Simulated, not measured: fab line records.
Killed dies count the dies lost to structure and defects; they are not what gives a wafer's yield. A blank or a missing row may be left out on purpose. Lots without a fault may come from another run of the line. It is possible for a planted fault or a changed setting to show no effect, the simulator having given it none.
Matching of chambers / flow ritCmos / rieSi-01 running RIT_GATE_ETCH_19: 4 sister chambers
The step etches poly-Si in SF6/CHF3/O2, stops on SiO2, time 165 s, target depth 312.5 nm. 4 wafers are shown with their chamber, then 7 later ones without.

## WAFERS WITH THEIR CHAMBER
wafer=L708.3; chamber=0; drypumpMotorCurrentA (A)=6.10
wafer=L708.5; chamber=3; drypumpMotorCurrentA (A)=5.43
wafer=L715.5; chamber=1; drypumpMotorCurrentA (A)=5.79
wafer=L719.3; chamber=2; drypumpMotorCurrentA (A)=6.31

## WAFERS WITH NO CHAMBER GIVEN
wafer=L719.5; drypumpMotorCurrentA (A)=6.32
wafer=L723.1; drypumpMotorCurrentA (A)=5.79
wafer=L723.2; drypumpMotorCurrentA (A)=6.33
wafer=L723.4; drypumpMotorCurrentA (A)=6.10
wafer=L729.1; drypumpMotorCurrentA (A)=5.45
wafer=L729.5; drypumpMotorCurrentA (A)=5.79
wafer=L729.6; drypumpMotorCurrentA (A)=6.32

## WHICH CHAMBER EACH WENT THROUGH
wafer=L719.5; from the rows above=2; in truth=2
wafer=L723.1; from the rows above=1; in truth=1
wafer=L723.2; from the rows above=2; in truth=2
wafer=L723.4; from the rows above=0; in truth=0
wafer=L729.1; from the rows above=3; in truth=3
wafer=L729.5; from the rows above=1; in truth=1
wafer=L729.6; from the rows above=2; in truth=2
7 of 7 placed correctly. Not placeable from these rows: 0. Number placed wrongly: 0.
How it was worked out, from the rows above alone: a wafer's distance from a chamber is the root of the sum, over the readings, of the square of ((its reading less the chamber's mean) divided by the reading's scatter). If the next closest chamber is less than 2 further off than the closest, the wafer can't be placed; otherwise it belongs to the closest. Each chamber's mean is taken over the wafers shown for it. The scatter: with one shown wafer a chamber, the root of the mean of the squares of how far each hidden wafer lies from its nearest shown one.
